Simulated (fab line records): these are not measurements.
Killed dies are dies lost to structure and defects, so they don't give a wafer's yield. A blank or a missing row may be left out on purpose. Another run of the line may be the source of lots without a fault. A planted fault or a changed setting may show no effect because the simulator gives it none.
The tool behind it: which one?    flow berkeleyCmos170    Sampling: 15 lots, 45 wafers, 4 of 331 route steps

## WHAT EACH GAUGE READ, for each wafer
UCB170_PLDD_CD_MEAS_06 targets a cd of 1200 nm.
lot   measured      on        cdNm (nm)
L468  day 7 21:39   cdSem-02  1199.4 1198.2 1199.9
L467  day 7 22:08   cdSem-02  1198.8 1199.1 1199.4
L470  day 8 07:49   cdSem-02  1200.6 1199.0 1199.2
L472  day 8 07:58   cdSem-01  1199.7 1201.5 1200.9
L474  day 9 10:01   cdSem-01  1202.9 1202.2 1201.4
L473  day 9 10:20   cdSem-02  1199.9 1199.7 1200.6
L478  day 10 01:37  cdSem-01  1199.8 1200.8 1200.0
L477  day 10 01:40  cdSem-02  1196.3 1197.8 1198.4
L475  day 10 01:44  cdSem-01  1199.5 1198.2 1197.7
L481  day 10 12:17  cdSem-02  1198.1 1198.3 1198.8
L483  day 11 07:19  cdSem-01  1199.0 1199.6 1199.9
L485  day 11 07:28  cdSem-02  1201.3 1201.6 1203.4
L488  day 11 22:17  cdSem-02  1197.5 1197.3 1199.2
L487  day 11 22:19  cdSem-01  1202.6 1201.6 1202.1
L489  day 12 07:40  cdSem-01  1202.2 1202.4 1201.8

UCB170_NLDD_CD_MEAS_06 targets a cd of 1200 nm.
lot   measured      on        cdNm (nm)
L468  day 7 23:24   cdSem-02  1198.8 1197.4 1198.2
L467  day 7 23:47   cdSem-01  1201.9 1201.3 1201.0
L470  day 8 11:02   cdSem-01  1199.1 1198.8 1199.9
L472  day 8 11:18   cdSem-02  1199.3 1198.7 1198.8
L474  day 9 11:47   cdSem-01  1200.0 1200.5 1200.5
L473  day 9 12:06   cdSem-02  1199.7 1197.9 1199.7
L478  day 10 04:32  cdSem-02  1199.7 1198.2 1199.0
L477  day 10 04:25  cdSem-01  1198.2 1197.8 1199.0
L475  day 10 04:37  cdSem-01  1199.4 1200.6 1200.9
L481  day 10 14:32  cdSem-01  1198.0 1198.6 1197.4
L483  day 11 09:53  cdSem-01  1197.7 1198.0 1197.9
L485  day 11 10:37  cdSem-02  1197.1 1197.6 1196.8
L488  day 12 00:36  cdSem-01  1199.2 1201.3 1198.3
L487  day 12 00:10  cdSem-02  1202.0 1202.7 1200.6
L489  day 12 09:37  cdSem-02  1199.9 1200.1 1199.3

UCB170_NSD_CD_MEAS_06 targets a cd of 1200 nm.
lot   measured      on        cdNm (nm)
L468  day 8 12:03   cdSem-01  1201.3 1200.5 1200.0
L467  day 8 11:35   cdSem-01  1202.1 1202.4 1201.1
L470  day 8 20:08   cdSem-01  1200.9 1200.9 1200.5
L472  day 8 19:41   cdSem-01  1199.3 1200.0 1199.8
L474  day 9 23:44   cdSem-02  1198.9 1200.3 1200.1
L473  day 9 23:47   cdSem-01  1198.7 1199.7 1199.8
L478  day 10 13:30  cdSem-02  1200.2 1199.8 1200.2
L477  day 10 13:17  cdSem-02  1197.4 1196.7 1195.1
L475  day 10 14:01  cdSem-01  1200.7 1200.6 1201.7
L481  day 11 02:30  cdSem-01  1198.3 1198.1 1197.2
L483  day 11 19:40  cdSem-02  1197.0 1198.1 1197.4
L485  day 11 19:38  cdSem-01  1202.5 1200.8 1199.5
L488  day 12 09:53  cdSem-02  1203.4 1202.1 1201.9
L487  day 12 09:49  cdSem-01  1200.3 1201.7 1200.0
L489  day 12 20:05  cdSem-01  1200.1 1202.3 1200.6

## WHICH TOOL RAN EACH LOT (tool, then ch and the chambers of the sampled wafers, then the start)
lot   UCB170_NLDD_STRIP_10
L468  plasmaAsher-04 ch 0,1, day 7 23:50
L467  plasmaAsher-03 ch 0,1, day 8 00:14
L470  plasmaAsher-03 ch 0,1, day 8 11:29
L472  plasmaAsher-02 ch 0,1, day 8 11:46
L474  plasmaAsher-03 ch 0,1, day 9 12:13
L473  plasmaAsher-04 ch 0,1, day 9 12:33
L478  plasmaAsher-03 ch 0,1, day 10 04:58
L477  plasmaAsher-04 ch 0,1, day 10 04:53
L475  plasmaAsher-03 ch 0,1, day 10 05:04
L481  plasmaAsher-04 ch 0,1, day 10 14:59
L483  plasmaAsher-04 ch 0,1, day 11 10:20
L485  plasmaAsher-04 ch 0,1, day 11 11:04
L488  plasmaAsher-02 ch 0,1, day 12 01:04
L487  plasmaAsher-04 ch 0,1, day 12 00:37
L489  plasmaAsher-02 ch 0,1, day 12 10:04
- UCB170_NLDD_STRIP_10: strips in O2.

## WHAT THE TOOLS THEMSELVES READ (means of the sampled wafers that have a number; where no wafer has one, the mark that the record gives instead)
UCB170_NLDD_STRIP_10.
lot   tool            drypumpMotorCurrentA (A)  o2FlowSccm (sccm)  oesProductAu (a.u.)  stripTimeToEndpointS (s)
L468  plasmaAsher-04  5.89                      399.7              0.733                21.59
L467  plasmaAsher-03  5.82                      401.3              0.732                21.62
L470  plasmaAsher-03  5.78                      398.9              0.734                21.60
L472  plasmaAsher-02  6.07                      400.5              0.733                21.57
L474  plasmaAsher-03  5.78                      399.6              0.737                21.47
L473  plasmaAsher-04  6.08                      401.4              0.738                21.63
L478  plasmaAsher-03  5.82                      399.5              0.730                21.60
L477  plasmaAsher-04  5.90                      398.5              0.735                21.59
L475  plasmaAsher-03  5.78                      400.0              0.733                21.71
L481  plasmaAsher-04  5.89                      399.5              0.733                21.63
L483  plasmaAsher-04  6.12                      453.0              0.746                21.25
L485  plasmaAsher-04  5.87                      426.9              0.733                21.57
L488  plasmaAsher-02  6.07                      400.1              0.733                21.65
L487  plasmaAsher-04  6.09                      452.4              0.747                21.41
L489  plasmaAsher-02  5.78                      398.8              0.739                21.58

## THE ANSWER, worked out from the rows above alone
Rule: what is usual is taken from the lots themselves. Put in order of their means at a reading, lots are off if they are a third of the lots or fewer, leave a main group of 4 or more, and stand apart from it by a gap of 3 or more times the standard deviation of the main group's means; of several such gaps the widest counts. A main group is skipped when, at the precision printed for the reading in the tables above, its means are all equal. Also off: a lot with no number at a reading for which 4 or more lots have one. The other lots that the step has rows for count as sound. First the gauges in route order, then the tools' own readings, where a lot's mean is used as printed above. The first step at which some lot is off is used, and at that step the reading that is off furthest; a lot without a number counts as furthest.
Off: L483, L485, L487 (UCB170_NLDD_STRIP_10, o2FlowSccm). For the main group the mean is 399.8 sccm and the standard deviation 0.87.
A tool fits if, at that step or a process step before it, it ran every lot that is off, and no sound lot after the first of them. One fits: UCB170_NLDD_STRIP_10 on plasmaAsher-04. Its last sound lot is L481 (day 10 14:59), its first lot that is off L483 (day 11 10:20): a fault that began between those two fits.
The tool's own readings at UCB170_NLDD_STRIP_10 bear it out: on the lots that are off they differ by more than 5 times the standard deviation of the sound lots' means. o2FlowSccm reads 444.1 sccm there against 399.8 sccm on the sound lots.

## WHAT HAD BEEN PUT IN BY THE SIMULATOR
plasmaAsher-04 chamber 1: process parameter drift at UCB170_NLDD_STRIP_10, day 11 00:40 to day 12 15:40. Setting o2FlowSccm, moved by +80, from 400. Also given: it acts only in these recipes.
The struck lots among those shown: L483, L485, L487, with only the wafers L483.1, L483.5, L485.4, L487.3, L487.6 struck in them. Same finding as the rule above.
